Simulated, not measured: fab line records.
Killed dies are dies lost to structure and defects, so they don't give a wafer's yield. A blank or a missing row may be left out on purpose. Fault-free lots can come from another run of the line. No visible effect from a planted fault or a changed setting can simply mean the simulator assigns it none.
Which tool was responsible? :: flow rit-cmos :: 14 lots, 42 wafers sampled, at 1 step of a route of 202

== WHAT THE GAUGES SHOWED, per wafer ==
The record holds no reading of a measuring or inspecting step that can be judged against a usual standard deviation.

== WHICH TOOL RAN EACH LOT (tool, then ch and the chambers of the sampled wafers, then the start) ==
lot: L950
RIT_GATE_ETCH_19: rie-si-02 ch 1,2, day 2 12:19

lot: L952
RIT_GATE_ETCH_19: rie-si-02 ch 0,1, day 2 22:52

lot: L955
RIT_GATE_ETCH_19: rie-si-01 ch 0,2,3, day 3 13:56

lot: L956
RIT_GATE_ETCH_19: rie-si-02 ch 1,2,3, day 3 18:01

lot: L957
RIT_GATE_ETCH_19: rie-si-01 ch 0,1,2, day 4 00:35

lot: L958
RIT_GATE_ETCH_19: rie-si-02 ch 1,2,3, day 4 05:58

lot: L959
RIT_GATE_ETCH_19: rie-si-02 ch 0,2, day 4 11:10

lot: L960
RIT_GATE_ETCH_19: rie-si-02 ch 0,2,3, day 4 14:24

lot: L961
RIT_GATE_ETCH_19: rie-si-01 ch 0,2,3, day 4 20:02

lot: L963
RIT_GATE_ETCH_19: rie-si-01 ch 0,2,3, day 5 05:56

lot: L968
RIT_GATE_ETCH_19: rie-si-02 ch 2,3, day 6 10:19

lot: L970
RIT_GATE_ETCH_19: rie-si-02 ch 1,3, day 6 20:13

lot: L971
RIT_GATE_ETCH_19: rie-si-01 ch 1,2,3, day 7 01:23

lot: L973
RIT_GATE_ETCH_19: rie-si-01 ch 0,1,2, day 7 19:32
- RIT_GATE_ETCH_19: etches poly-Si in SF6/CHF3/O2, stops on SiO2, time 165 s, target depth 312.5 nm.

== AS READ BY THE TOOLS THEMSELVES (means over the sampled wafers that have a number; for cases with no such wafer, the mark the record gives instead) ==
RIT_GATE_ETCH_19. Usual: drypump-motor-current-A 5.4 A, standard deviation 0.54; oes-product-au 0.831 a.u., standard deviation 0.012; rf-fwd-power-W 159.4 W, standard deviation 0.48; throttle-valve-pct 10.30 %, standard deviation 0.11.
lot: L950
tool: rie-si-02
drypump-motor-current-A (A): 5.0
oes-product-au (a.u.): 0.825
rf-fwd-power-W (W): 159.6
throttle-valve-pct (%): 10.28
flag: 

lot: L952
tool: rie-si-02
drypump-motor-current-A (A): 5.1
oes-product-au (a.u.): 0.820
rf-fwd-power-W (W): 159.0
throttle-valve-pct (%): 10.24
flag: 

lot: L955
tool: rie-si-01
drypump-motor-current-A (A): 5.8
oes-product-au (a.u.): 0.831
rf-fwd-power-W (W): 159.0
throttle-valve-pct (%): 10.39
flag: 

lot: L956
tool: rie-si-02
drypump-motor-current-A (A): 5.0
oes-product-au (a.u.): 0.822
rf-fwd-power-W (W): 159.8
throttle-valve-pct (%): 10.30
flag: 

lot: L957
tool: rie-si-01
drypump-motor-current-A (A): 5.8
oes-product-au (a.u.): 0.832
rf-fwd-power-W (W): 159.7
throttle-valve-pct (%): 10.31
flag: 

lot: L958
tool: rie-si-02
drypump-motor-current-A (A): 5.0
oes-product-au (a.u.): 0.835
rf-fwd-power-W (W): 159.5
throttle-valve-pct (%): 10.30
flag: 

lot: L959
tool: rie-si-02
drypump-motor-current-A (A): 5.3
oes-product-au (a.u.): 0.843
rf-fwd-power-W (W): 159.7
throttle-valve-pct (%): 10.24
flag: 

lot: L960
tool: rie-si-02
drypump-motor-current-A (A): 5.2
oes-product-au (a.u.): 0.829
rf-fwd-power-W (W): 159.3
throttle-valve-pct (%): 10.27
flag: 

lot: L961
tool: rie-si-01
drypump-motor-current-A (A): 5.8
oes-product-au (a.u.): 0.826
rf-fwd-power-W (W): 159.2
throttle-valve-pct (%): 10.37
flag: 

lot: L963
tool: rie-si-01
drypump-motor-current-A (A): 5.8
oes-product-au (a.u.): 0.826
rf-fwd-power-W (W): 159.3
throttle-valve-pct (%): 10.38
flag: 

lot: L968
tool: rie-si-02
drypump-motor-current-A (A): 5.0
oes-product-au (a.u.): 0.822
rf-fwd-power-W (W): 142.1
throttle-valve-pct (%): 10.34
flag: OFF

lot: L970
tool: rie-si-02
drypump-motor-current-A (A): 4.9
oes-product-au (a.u.): 0.822
rf-fwd-power-W (W): 151.0
throttle-valve-pct (%): 10.30
flag: OFF

lot: L971
tool: rie-si-01
drypump-motor-current-A (A): 5.3
oes-product-au (a.u.): 0.842
rf-fwd-power-W (W): 159.8
throttle-valve-pct (%): 10.27
flag: 

lot: L973
tool: rie-si-01
drypump-motor-current-A (A): 5.8
oes-product-au (a.u.): 0.829
rf-fwd-power-W (W): 159.7
throttle-valve-pct (%): 10.31
flag: 

== THE ANSWER, worked out from the rows above alone ==
Rule: lot off if the mean of its wafers having a number is beyond 3 standard deviations from the usual mean. Also off: a lot with no number at a reading for which 4 or more lots have one. Any other lot the step has rows for is counted as sound. First the gauges in route order, then the tools' own readings, where a lot's mean is used as printed above. At the first step where some lot is off, the reading lying furthest off is the one used; lots without a number count as furthest.
Off: L968, L970, at RIT_GATE_ETCH_19 (rf-fwd-power-W).
A tool fits if, at that step or a process step before it, it ran every lot that is off, and no sound lot after the first of them. One fits: rie-si-02 at RIT_GATE_ETCH_19. A fault onset in the window from L960 (day 4 14:24, its last sound lot) to L968 (day 6 10:19, its first lot off) fits.
On the lots that are off, the tool's own readings at RIT_GATE_ETCH_19 differ by more than 5 times the standard deviation of the sound lots' means, which bears it out; rf-fwd-power-W reads 146.6 W there versus 159.5 W on the sound lots.

== WHAT THE SIMULATOR HAD PUT IN ==
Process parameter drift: rie-si-02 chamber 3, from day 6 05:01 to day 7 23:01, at RIT_GATE_ETCH_19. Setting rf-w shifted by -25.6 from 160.
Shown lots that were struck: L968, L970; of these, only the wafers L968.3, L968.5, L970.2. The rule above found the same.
